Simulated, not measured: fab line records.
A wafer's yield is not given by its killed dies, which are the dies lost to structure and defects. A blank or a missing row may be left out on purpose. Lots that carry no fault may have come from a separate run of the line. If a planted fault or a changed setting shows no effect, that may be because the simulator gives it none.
fab line records	flow berkeley_cmos170
[record] lots = 5	wafers = 23
route steps=331 shown ZERO@7 NWELL@18 PWELL@39 WELLDRIVE@56 ACTIVE@68 PFIELD@86 PVT@122 GATE@130
start_h: the number of hours between the record's first day and the start of the first shown wafer of the lot	wait_h: hours from the lot's prior step to this one	" as in the row above	L1.1+2: a single row standing in for several wafers	- no value present, or no start provided	* or withheld: withheld	< > ~ a bound
route shown NAME@n: a module of which the file shows steps, and the number in the route of the first	usual: mean/standard deviation taken from wafers without a fault	same: alike in all rows	chamber/n: place in a boat	sites: per-site readings	_std_site: their standard deviation	_edge_site: the outer-site mean with the inner-site mean subtracted	radius_mm: how far each site lies from the wafer's centre	mask NAME#n: copy n	behind: the tool/chamber that last shaped the wafer	hold: why the lot went on hold/how many hours it stayed there/how the hold came to an end	device: transistor that didn't switch, given as n, p or np	end of line: tests run on the same wafers once the route is complete	a step given without rows: its recipe and nothing more	killed: not the wafer's yield, but the dies lost to structure and defects at the first sort	map: per-die view of a wafer (x killed, . not killed, _ where there is no die)
set.NAME: setting as actually run; set.NAME@STEP: the setting as run at that earlier step	model.NAME: the simulator's own value behind a step, which no gauge read
lots run with intentionally changed settings; tables by step, rows by wafer
[[steps]]
[step UCB170_ZERO_COAT_01]
[recipe] resist = KrF	spin_rpm = 1500	resist_thk_nm = 900
lot.wafer	tool	chamber	start_h	wait_h	set.resist_thk_nm	model.KrF_of_ZERO_COAT_01.thk_nm
L074.1	litho_track-03	0	19.56	0.1	900	899.1
L074.2	"	0	"	"	900	899.9
L074.3	"	0	"	"	900	899.3
L074.5	"	0	"	"	900	899.7
L074.6	"	0	"	"	900	900.9
L078.4	litho_track-03	0	39.90	0.1	900	897.6
L078.5	"	0	"	"	900	898.5
L078.6	"	0	"	"	900	896.6
L079.1	litho_track-03	0	50.36	0.1	900	899.5
L079.3	"	0	"	"	900	897.6
L079.4	"	0	"	"	900	898.2
L079.5	"	0	"	"	900	902.1
L079.6	"	0	"	"	900	900.2
L083.1	litho_track-04	0	66.86	0.1	938.2	937
L083.3	"	0	"	"	900	901.6
L083.4	"	0	"	"	900	896.9
L083.5	"	0	"	"	938.2	940.8
L083.6	"	0	"	"	900	901.2
L085.2	litho_track-03	0	73.66	0.1	950.1	949.6
L085.3	"	0	"	"	900	899.2
L085.4	"	0	"	"	950.1	952.2
L085.5	"	0	"	"	900	899.6
L085.6	"	0	"	"	900	900.3
[step UCB170_ZERO_SOFTBAKE_02]
[recipe] resist = KrF	temp_c = 130	time_s = 60
[step UCB170_ZERO_EXPOSE_03]
[recipe] mask_id = PM_MARKS	na = 0.5	sigma_outer = 0.6	source_shape = conventional	target_cd_nm = 4000	dose_mj = 30
[step UCB170_ZERO_DEVELOP_05]
[recipe] developer = TMAH	develop_time_s = 45	resist = KrF	dev_temp_c = 21
[step UCB170_ZERO_ETCH_06]
[recipe] chemistry = CHF3/CF4/Ar	target = SiO2	time_s = 12	pressure_mtorr = 100	rf_w = 500	CHF3_flow_sccm = 50	cf4_flow_sccm = 10	Ar_flow_sccm = 120	over_etch_frac = 1.58
[step UCB170_ZERO_STRIP_07]
[recipe] chemistry = O2	power_w = 400	pressure_mtorr = 3500	platen_temp_c = withheld	o2_flow_sccm = 400	overash_fraction = 0.5
[usual] strip_time_to_endpoint_s = 21.46/0.05
lot.wafer	tool	chamber	start_h	wait_h	set.resist_thk_nm@ZERO_COAT_01	strip_time_to_endpoint_s
L074.1	plasma_asher-04	1	20.64	0.0	900	21.46
L074.2	"	0	"	"	900	21.50
L074.3	"	0	"	"	900	21.47
L074.5	"	0	"	"	900	21.48
L074.6	"	1	"	"	900	21.50
L078.4	plasma_asher-01	1	40.79	0.0	900	21.44
L078.5	"	0	"	"	900	21.45
L078.6	"	1	"	"	900	21.40
L079.1	plasma_asher-01	0	51.20	0.0	900	21.48
L079.3	"	0	"	"	900	21.44
L079.4	"	1	"	"	900	21.45
L079.5	"	1	"	"	900	21.53
L079.6	"	0	"	"	900	21.49
L083.1	plasma_asher-03	0	67.73	0.0	938.2	22.36
L083.3	"	1	"	"	900	21.53
L083.4	"	0	"	"	900	21.41
L083.5	"	1	"	"	938.2	22.45
L083.6	"	0	"	"	900	21.53
L085.2	plasma_asher-04	1	74.60	0.0	950.1	22.66
L085.3	"	0	"	"	900	21.45
L085.4	"	1	"	"	950.1	22.73
L085.5	"	0	"	"	900	21.47
L085.6	"	1	"	"	900	21.49
[step UCB170_NWELL_CVD_04]
[recipe] material = Si3N4	target_thk_nm = 224	temp_c = 800	precursor = SiH2Cl2/NH3	time_s = 3360	pressure_mtorr = 200	sih2cl2_flow_sccm = 25	nh3_flow_sccm = 75
lot.wafer	tool	chamber	start_h	wait_h	set.temp_c	model.Si3N4_of_NWELL_CVD_04.thk_nm
L074.1	-	-	-	0.0	787.2	176.7
L074.2+6	"	-	"	"	787.2	176.8
L074.3	"	-	"	"	787.2	177.7
L074.5	"	-	"	"	787.2	176
L078.4	lpcvd-02	1	56.71	0.0	800	221.1
L078.5	"	1	"	"	800	220.2
L078.6	"	1	"	"	800	221.3
L079.1	-	-	-	0.0	821.1	329.2
L079.3+6	"	-	"	"	821.1	328.4
L079.4	"	-	"	"	821.1	327.7
L079.5	"	-	"	"	821.1	327.6
L083.1	-	-	-	0.4	781.1	158.5
L083.3	"	-	"	"	781.1	157.7
L083.4	"	-	"	"	781.1	156.9
L083.5	"	-	"	"	781.1	156.3
L083.6	"	-	"	"	781.1	158.8
L085.2	-	-	-	0.0	779.1	149.9
L085.3	"	-	"	"	779.1	151
L085.4	"	-	"	"	779.1	151.6
L085.5	"	-	"	"	779.1	149.2
L085.6	"	-	"	"	779.1	150.2
[step UCB170_NWELL_THK_MEAS_05]
[recipe] reads = Si3N4_of_NWELL_CVD_04
[usual] NWELL_NITRIDE_THK = 223.5/2.1
lot.wafer	tool	chamber	start_h	wait_h	set.temp_c@NWELL_CVD_04	NWELL_NITRIDE_THK[nm]
L074.1	film_metro-02	-	-	-	787.2	176.7
L074.2	"	-	"	"	787.2	176.6
L074.3	"	-	"	"	787.2	177.8
L074.5	"	-	"	"	787.2	176.1
L074.6	"	-	"	"	787.2	176.9
L078.4	film_metro-03	-	58.68	0.0	800	221.3
L078.5	"	-	"	"	800	220.0
L078.6	"	-	"	"	800	221.2
L079.1	film_metro-02	-	-	-	821.1	329.2
L079.3	"	-	"	"	821.1	328.5
L079.4	"	-	"	"	821.1	327.6
L079.5	"	-	"	"	821.1	327.7
L079.6	"	-	"	"	821.1	328.8
L083.1	film_metro-04	-	-	-	781.1	158.3
L083.3	"	-	"	"	781.1	157.7
L083.4	"	-	"	"	781.1	157.0
L083.5	"	-	"	"	781.1	156.4
L083.6	"	-	"	"	781.1	158.7
L085.2	film_metro-02	-	-	-	779.1	149.9
L085.3	"	-	"	"	779.1	151.0
L085.4	"	-	"	"	779.1	151.6
L085.5	"	-	"	"	779.1	149.2
L085.6	"	-	"	"	779.1	150.3
[step UCB170_NWELL_ETCH_13]
[recipe] chemistry = CH3F/Ar/O2	target = Si3N4	stop_on = SiO2	CH3F_flow_sccm = 20	Ar_flow_sccm = 50	O2_flow_sccm = 7	pressure_mtorr = 50	rf_w = 450	target_depth_a = 2464	over_etch_frac = 0.1	time_s = 154
[usual] oes_product_au = 0.941/0.016
lot.wafer	tool	chamber	start_h	wait_h	set.rf_w	set.temp_c@NWELL_CVD_04	oes_product_au	model.etch.depth_nm
L074.1	rie_diel-01	1	34.80	0.0	450	787.2	0.823	176.7
L074.2	"	3	"	"	433	787.2	0.820	176.8
L074.3	"	0	"	"	433	787.2	0.823	177.7
L074.5	"	1	"	"	433	787.2	0.827	176
L074.6	"	3	"	"	450	787.2	0.820	176.8
L078.4	rie_diel-01	1	60.04	0.1	450	800	0.936	221.1
L078.5	"	3	"	"	450	800	0.931	220.2
L078.6	"	0	"	"	450	800	0.931	221.3
L079.1	rie_diel-02	2	64.77	0.0	450	821.1	1.024	246
L079.3	"	3	"	"	450	821.1	1.001	248.7
L079.4	"	1	"	"	450	821.1	0.999	242.2
L079.5	"	1	"	"	450	821.1	1.011	241.2
L079.6	"	2	"	"	450	821.1	1.034	247.5
L083.1	rie_diel-02	0	82.51	0.0	450	781.1	0.793	158.5
L083.3	"	2	"	"	450	781.1	0.795	157.7
L083.4	"	1	"	"	450	781.1	0.783	156.9
L083.5	"	0	"	"	450	781.1	0.785	156.3
L083.6	"	3	"	"	450	781.1	0.771	158.8
L085.2	rie_diel-03	3	91.10	0.0	471	779.1	0.773	149.9
L085.3	"	1	"	"	471	779.1	0.748	151
L085.4	"	0	"	"	450	779.1	0.753	151.6
L085.5	"	2	"	"	450	779.1	0.741	149.2
L085.6	"	1	"	"	471	779.1	0.737	150.2
[step UCB170_PWELL_CVD_05]
[recipe] material = Si3N4	target_thk_nm = 220	temp_c = 800	precursor = SiH2Cl2/NH3	time_s = 3300	pressure_mtorr = 200	sih2cl2_flow_sccm = 25	nh3_flow_sccm = 75
lot.wafer	tool	chamber	start_h	wait_h	set.pressure_mtorr	model.Si3N4_of_PWELL_CVD_05.thk_nm
L074.1	-	-	-	0.0	200	223.8
L074.2	"	-	"	"	200	224.7
L074.3+5	"	-	"	"	200	226
L074.6	"	-	"	"	200	223.7
L078.4+6	lpcvd-01	0	78.54	1.7	200	223.3
L078.5	"	0	"	"	200	223.1
L079.1	-	-	-	0.7	172.2	207.6
L079.3	"	-	"	"	172.2	208.2
L079.4	"	-	"	"	172.2	207.3
L079.5	"	-	"	"	172.2	208.8
L079.6	"	-	"	"	172.2	207.1
L083.1	-	-	-	0.0	212.3	220.9
L083.3	"	-	"	"	212.3	223
L083.4	"	-	"	"	212.3	223.2
L083.5	"	-	"	"	212.3	221.9
L083.6	"	-	"	"	212.3	224.4
L085.2	-	-	-	2.7	187.9	215.3
L085.3	"	-	"	"	187.9	214.5
L085.4	"	-	"	"	187.9	216.4
L085.5	"	-	"	"	187.9	214.4
L085.6	"	-	"	"	187.9	214.9
[step UCB170_WELLDRIVE_OXIDATION_01]
[recipe] temp_c = 1100	ambient = O2	target_thk_a = 1990	ox_time_s = 9000
lot.wafer	tool	chamber	start_h	wait_h	set.ox_time_s	model.SiO2_of_WELLDRIVE_OXIDATION_01.thk_nm
L074.1	-	-	-	3.9	7907	184.5
L074.2	"	-	"	"	7907	186.2
L074.3	"	-	"	"	7907	186.7
L074.5	"	-	"	"	7907	186.3
L074.6	"	-	"	"	7907	187.3
L078.4	furnace-02	0	92.88	2.4	9000	199
L078.5	"	0	"	"	9000	198.1
L078.6	"	0	"	"	9000	200.6
L079.1	-	-	-	3.2	9000	203
L079.3	"	-	"	"	9000	199.5
L079.4	"	-	"	"	9000	198.4
L079.5	"	-	"	"	9000	200.5
L079.6	"	-	"	"	9000	199
L083.1	-	-	-	2.4	9935	214.9
L083.3	"	-	"	"	9935	213.9
L083.4	"	-	"	"	9935	215.6
L083.5	"	-	"	"	9935	212
L083.6	"	-	"	"	9935	214.7
L085.2	-	-	-	1.9	8022	179
L085.3	"	-	"	"	8022	180.5
L085.4	"	-	"	"	8022	185.8
L085.5	"	-	"	"	8022	183
L085.6	"	-	"	"	8022	182.7
[step UCB170_WELLDRIVE_THK_MEAS_02]
[recipe] reads = SiO2_of_WELLDRIVE_OXIDATION_01
[usual] WELLDRIVE_OXIDE_THK = 201/3.2
lot.wafer	tool	chamber	start_h	wait_h	set.ox_time_s@WELLDRIVE_OXIDATION_01	WELLDRIVE_OXIDE_THK[nm]
L074.1	film_metro-03	-	-	-	7907	185
L074.2	"	-	"	"	7907	186
L074.3	"	-	"	"	7907	187
L074.5	"	-	"	"	7907	186
L074.6	"	-	"	"	7907	187
L078.4	film_metro-03	-	96.41	0.0	9000	199
L078.5	"	-	"	"	9000	198
L078.6	"	-	"	"	9000	201
L079.1	film_metro-04	-	-	-	9000	203
L079.3	"	-	"	"	9000	199
L079.4	"	-	"	"	9000	198
L079.5	"	-	"	"	9000	200
L079.6	"	-	"	"	9000	199
L083.1	film_metro-03	-	-	-	9935	215
L083.3	"	-	"	"	9935	214
L083.4	"	-	"	"	9935	215
L083.5	"	-	"	"	9935	212
L083.6	"	-	"	"	9935	214
L085.2	film_metro-01	-	-	-	8022	179
L085.3	"	-	"	"	8022	180
L085.4	"	-	"	"	8022	186
L085.5	"	-	"	"	8022	183
L085.6	"	-	"	"	8022	183
[step UCB170_ACTIVE_COAT_08]
[recipe] resist = KrF	spin_rpm = 1500	resist_thk_nm = 900
lot.wafer	tool	chamber	start_h	wait_h	set.spin_rpm	model.KrF_of_ACTIVE_COAT_08.thk_nm
L074.1	litho_track-03	0	93.67	0.1	1500	901
L074.2	"	0	"	"	1500	903.7
L074.3	"	0	"	"	1549	885.5
L074.5	"	0	"	"	1500	900
L074.6	"	0	"	"	1549	886.9
L078.4	litho_track-03	0	123.51	0.1	1500	900
L078.5	"	0	"	"	1500	895.1
L078.6	"	0	"	"	1500	896.2
L079.1	litho_track-03	0	123.89	0.1	1462	913
L079.3	"	0	"	"	1500	900.9
L079.4	"	0	"	"	1500	897.7
L079.5	"	0	"	"	1500	896.3
L079.6	"	0	"	"	1462	909.6
L083.1	litho_track-02	0	129.22	0.1	1500	900.8
L083.3	"	0	"	"	1426	927.3
L083.4	"	0	"	"	1426	924.2
L083.5	"	0	"	"	1500	902.1
L083.6	"	0	"	"	1500	903.9
L085.2	litho_track-03	0	147.87	0.1	1500	899.8
L085.3	"	0	"	"	1500	900
L085.4	"	0	"	"	1500	898.6
L085.5	"	0	"	"	1500	899.1
L085.6	"	0	"	"	1500	901.3
[step UCB170_ACTIVE_STRIP_16]
[recipe] chemistry = O2	power_w = 400	pressure_mtorr = 3500	platen_temp_c = withheld	o2_flow_sccm = 400	overash_fraction = 0.5
[usual] oes_product_au = 0.721/0.005	strip_time_to_endpoint_s = 18.11/0.085
lot.wafer	tool	chamber	start_h	wait_h	set.power_w	set.spin_rpm@ACTIVE_COAT_08	oes_product_au	strip_time_to_endpoint_s
L074.1	plasma_asher-02	1	95.24	0.1	400	1500	0.724	18.02
L074.2	"	0	"	"	400	1500	0.718	18.20
L074.3	"	0	"	"	400	1549	0.732	17.82
L074.5	"	1	"	"	400	1500	0.730	18.14
L074.6	"	0	"	"	400	1549	0.716	17.72
L078.4	plasma_asher-04	0	125.18	0.1	400	1500	0.723	18.10
L078.5	"	0	"	"	400	1500	0.727	17.95
L078.6	"	1	"	"	400	1500	0.729	17.99
L079.1	plasma_asher-04	0	125.44	0.1	420.8	1462	0.740	17.74
L079.3	"	1	"	"	420.8	1500	0.741	17.51
L079.4	"	0	"	"	420.8	1500	0.740	17.40
L079.5	"	1	"	"	400	1500	0.713	17.92
L079.6	"	0	"	"	400	1462	0.724	18.37
L083.1	plasma_asher-02	1	130.17	0.1	400	1500	0.722	18.12
L083.3	"	1	"	"	400	1426	0.725	18.66
L083.4	"	0	"	"	426.6	1426	0.745	17.81
L083.5	"	1	"	"	426.6	1500	0.745	17.21
L083.6	"	0	"	"	426.6	1500	0.744	17.29
L085.2	plasma_asher-02	0	149.04	0.1	400	1500	0.724	18.10
L085.3	"	1	"	"	366.8	1500	0.689	19.28
L085.4	"	0	"	"	400	1500	0.720	18.06
L085.5	"	0	"	"	366.8	1500	0.694	19.30
L085.6	"	1	"	"	400	1500	0.721	18.07
[step UCB170_PFIELD_IMPLANT_07]
[recipe] species = B	dose_cm2 = 2e+13	energy_kev = 80	tilt_deg = 7
lot.wafer	tool	chamber	start_h	wait_h	set.dose_cm2
L074.1+5	implanter-01	0	97.24	0.0	2.149e+13
L074.2+3+6	"	0	"	"	2e+13
L078.4+5+6	implanter-03	0	127.75	0.1	2e+13
L079.1+5+6	implanter-04	0	128.40	0.0	1.872e+13
L079.3+4	"	0	"	"	2e+13
L083.1+4+6	implanter-04	0	133.57	0.0	1.87e+13
L083.3+5	"	0	"	"	2e+13
L085.2+5+6	implanter-03	0	153.95	0.0	2e+13
L085.3+4	"	0	"	"	1.93e+13
[step UCB170_PFIELD_STRIP_08]
[recipe] chemistry = O2	power_w = 400	pressure_mtorr = 3500	platen_temp_c = withheld	o2_flow_sccm = 400	overash_fraction = 0.5
[step UCB170_PFIELD_TW_MEAS_09]
[usual] PFIELD_TW = 605/4
lot.wafer	tool	chamber	start_h	wait_h	set.dose_cm2@PFIELD_IMPLANT_07	PFIELD_TW
L074.1	film_metro-03	-	97.49	0.1	2.149e+13	619
L074.2	"	-	"	"	2e+13	604
L074.3	"	-	"	"	2e+13	607
L074.5	"	-	"	"	2.149e+13	617
L074.6	"	-	"	"	2e+13	605
L078.4	film_metro-03	-	127.95	0.1	2e+13	610
L078.5	"	-	"	"	2e+13	608
L078.6	"	-	"	"	2e+13	612
L079.1	film_metro-03	-	128.65	0.1	1.872e+13	596
L079.3	"	-	"	"	2e+13	609
L079.4	"	-	"	"	2e+13	611
L079.5	"	-	"	"	1.872e+13	594
L079.6	"	-	"	"	1.872e+13	596
L083.1	film_metro-03	-	133.82	0.1	1.87e+13	595
L083.3	"	-	"	"	2e+13	609
L083.4	"	-	"	"	1.87e+13	593
L083.5	"	-	"	"	2e+13	609
L083.6	"	-	"	"	1.87e+13	592
L085.2	film_metro-04	-	154.19	0.1	2e+13	605
L085.3	"	-	"	"	1.93e+13	593
L085.4	"	-	"	"	1.93e+13	594
L085.5	"	-	"	"	2e+13	598
L085.6	"	-	"	"	2e+13	598
[step UCB170_PVT_IMPLANT_07]
[recipe] species = P	dose_cm2 = 2e+12	energy_kev = 30	tilt_deg = 7
lot.wafer	tool	chamber	start_h	wait_h	set.dose_cm2
L074.1+3+6	implanter-02	0	136.64	0.0	1.884e+12
L074.2+5	"	0	"	"	2e+12
L078.4+5+6	implanter-01	0	164.76	0.1	2e+12
L079.1+3+4+5+6	implanter-02	0	164.92	0.0	2e+12
L083.1+4+5	implanter-01	0	173.65	0.0	1.861e+12
L083.3+6	"	0	"	"	2e+12
L085.2+3+4	implanter-01	0	194.65	0.0	1.939e+12
L085.5+6	"	0	"	"	2e+12
[step UCB170_PVT_STRIP_08]
[recipe] chemistry = O2	power_w = 400	pressure_mtorr = 3500	platen_temp_c = withheld	o2_flow_sccm = 400	overash_fraction = 0.5
[step UCB170_PVT_TW_MEAS_09]
[usual] PVT_TW = 507.9/3
lot.wafer	tool	chamber	start_h	wait_h	set.dose_cm2@PVT_IMPLANT_07	PVT_TW
L074.1	film_metro-02	-	136.89	0.1	1.884e+12	499.8
L074.2	"	-	"	"	2e+12	509.9
L074.3	"	-	"	"	1.884e+12	501.7
L074.5	"	-	"	"	2e+12	506.1
L074.6	"	-	"	"	1.884e+12	502.6
L078.4	film_metro-01	-	164.97	0.1	2e+12	512.0
L078.5	"	-	"	"	2e+12	512.1
L078.6	"	-	"	"	2e+12	507.7
L079.1	film_metro-04	-	165.17	0.1	2e+12	507.5
L079.3	"	-	"	"	2e+12	505.4
L079.4	"	-	"	"	2e+12	510.1
L079.5	"	-	"	"	2e+12	503.0
L079.6	"	-	"	"	2e+12	505.3
L083.1	film_metro-04	-	173.90	0.1	1.861e+12	493.2
L083.3	"	-	"	"	2e+12	502.2
L083.4	"	-	"	"	1.861e+12	493.0
L083.5	"	-	"	"	1.861e+12	492.8
L083.6	"	-	"	"	2e+12	502.5
L085.2	film_metro-02	-	194.88	0.1	1.939e+12	501.6
L085.3	"	-	"	"	1.939e+12	505.0
L085.4	"	-	"	"	1.939e+12	505.0
L085.5	"	-	"	"	2e+12	511.0
L085.6	"	-	"	"	2e+12	512.2
[step UCB170_GATE_CVD_04]
[recipe] material = poly-Si	temp_c = 610	precursor = SiH4	time_s = 1440	pressure_mtorr = 375	target_thk_nm = 214	sih4_flow_sccm = 120
lot.wafer	tool	chamber	start_h	wait_h	set.temp_c	model.poly-Si_of_GATE_CVD_04.thk_nm
L074.1	-	-	-	0.0	628.1	328.8
L074.2	"	-	"	"	628.1	328.3
L074.3	"	-	"	"	628.1	327.6
L074.5	"	-	"	"	628.1	327.8
L074.6	"	-	"	"	628.1	329.5
L078.4	lpcvd-01	0	179.15	0.9	610	215.2
L078.5+6	"	0	"	"	610	215
L079.1	-	-	-	0.9	604.7	191
L079.3	"	-	"	"	604.7	192.1
L079.4+6	"	-	"	"	604.7	190.7
L079.5	"	-	"	"	604.7	190.8
L083.1	-	-	-	0.4	616.2	249.9
L083.3+5+6	"	-	"	"	616.2	250.7
L083.4	"	-	"	"	616.2	248.3
L085.2	-	-	-	0.0	610	214.7
L085.3	"	-	"	"	610	217.1
L085.4	"	-	"	"	610	215.6
L085.5	"	-	"	"	610	214.5
L085.6	"	-	"	"	610	216
[step UCB170_GATE_THK_MEAS_05]
[recipe] reads = poly-Si_of_GATE_CVD_04
[usual] GATE_POLY_THK = 215.9/1.1
lot.wafer	tool	chamber	start_h	wait_h	set.temp_c@GATE_CVD_04	GATE_POLY_THK[nm]
L074.1	film_metro-03	-	-	-	628.1	328.6
L074.2	"	-	"	"	628.1	328.1
L074.3	"	-	"	"	628.1	327.5
L074.5	"	-	"	"	628.1	327.8
L074.6	"	-	"	"	628.1	329.2
L079.1	film_metro-04	-	-	-	604.7	191.1
L079.3	"	-	"	"	604.7	192.0
L079.4	"	-	"	"	604.7	190.7
L079.5	"	-	"	"	604.7	190.8
L079.6	"	-	"	"	604.7	190.8
L078.4	film_metro-01	-	180.58	0.0	610	215.0
L078.5	"	-	"	"	610	215.0
L078.6	"	-	"	"	610	215.0
L083.1	film_metro-03	-	-	-	616.2	249.8
L083.3	"	-	"	"	616.2	250.5
L083.4	"	-	"	"	616.2	248.3
L083.5	"	-	"	"	616.2	250.7
L083.6	"	-	"	"	616.2	250.9
L085.2	film_metro-01	-	-	-	610	214.6
L085.3	"	-	"	"	610	217.2
L085.4	"	-	"	"	610	215.8
L085.5	"	-	"	"	610	214.4
L085.6	"	-	"	"	610	216.1
[[key]]
[split] step = UCB170_ZERO_COAT_01	setting = resist_thk_nm	stated = 900	by = wafer
[response] step = UCB170_ZERO_COAT_01	reading = model.KrF_of_ZERO_COAT_01.thk_nm	change = +9.19	per = 1%	r = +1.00
[response] step = UCB170_ZERO_STRIP_07	reading = strip_time_to_endpoint_s	change = *	per = 1%	r = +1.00
[split] step = UCB170_NWELL_CVD_04	setting = temp_c	stated = 800	by = lot
[response] step = UCB170_NWELL_CVD_04	reading = model.Si3N4_of_NWELL_CVD_04.thk_nm	change = +33.8	per = 1%	r = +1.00
[response] step = UCB170_NWELL_THK_MEAS_05	reading = NWELL_NITRIDE_THK	change = +33.8	per = 1%	r = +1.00
[response] step = UCB170_NWELL_ETCH_13	reading = oes_product_au	change = +0.0489	per = 1%	r = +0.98
[response] step = UCB170_NWELL_ETCH_13	reading = model.etch.depth_nm	change = +18.1	per = 1%	r = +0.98
[split] step = UCB170_NWELL_ETCH_13	setting = rf_w	stated = 450	by = wafer
response none clear
[split] step = UCB170_PWELL_CVD_05	setting = pressure_mtorr	stated = 200	by = lot
[response] step = UCB170_PWELL_CVD_05	reading = model.Si3N4_of_PWELL_CVD_05.thk_nm	change = +0.853	per = 1%	r = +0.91
[split] step = UCB170_WELLDRIVE_OXIDATION_01	setting = ox_time_s	stated = 9000	by = lot
[response] step = UCB170_WELLDRIVE_OXIDATION_01	reading = model.SiO2_of_WELLDRIVE_OXIDATION_01.thk_nm	change = +1.36	per = 1%	r = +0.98
[response] step = UCB170_WELLDRIVE_THK_MEAS_02	reading = WELLDRIVE_OXIDE_THK	change = +1.35	per = 1%	r = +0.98
[split] step = UCB170_ACTIVE_COAT_08	setting = spin_rpm	stated = 1500	by = wafer
[response] step = UCB170_ACTIVE_COAT_08	reading = model.KrF_of_ACTIVE_COAT_08.thk_nm	change = -4.8	per = 1%	r = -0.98
[response] step = UCB170_ACTIVE_STRIP_16	reading = strip_time_to_endpoint_s	slope = *	per = 1%	together_with = power_w@ACTIVE_STRIP_16	explained = 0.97
[split] step = UCB170_ACTIVE_STRIP_16	setting = power_w	stated = 400	by = wafer
[response] step = UCB170_ACTIVE_STRIP_16	reading = oes_product_au	change = +0.00362	per = 1%	r = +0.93
[response] step = UCB170_ACTIVE_STRIP_16	reading = strip_time_to_endpoint_s	change = *	per = 1%	r = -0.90
[split] step = UCB170_PFIELD_IMPLANT_07	setting = dose_cm2	stated = 2e+13	by = wafer
[response] step = UCB170_PFIELD_TW_MEAS_09	reading = PFIELD_TW	change = +2.05	per = 1%	r = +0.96
[split] step = UCB170_PVT_IMPLANT_07	setting = dose_cm2	stated = 2e+12	by = wafer
[response] step = UCB170_PVT_TW_MEAS_09	reading = PVT_TW	change = +1.39	per = 1%	r = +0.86
[split] step = UCB170_GATE_CVD_04	setting = temp_c	stated = 610	by = lot
[response] step = UCB170_GATE_CVD_04	reading = model.poly-Si_of_GATE_CVD_04.thk_nm	change = +36.3	per = 1%	r = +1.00
[response] step = UCB170_GATE_THK_MEAS_05	reading = GATE_POLY_THK	change = +36.3	per = 1%	r = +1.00
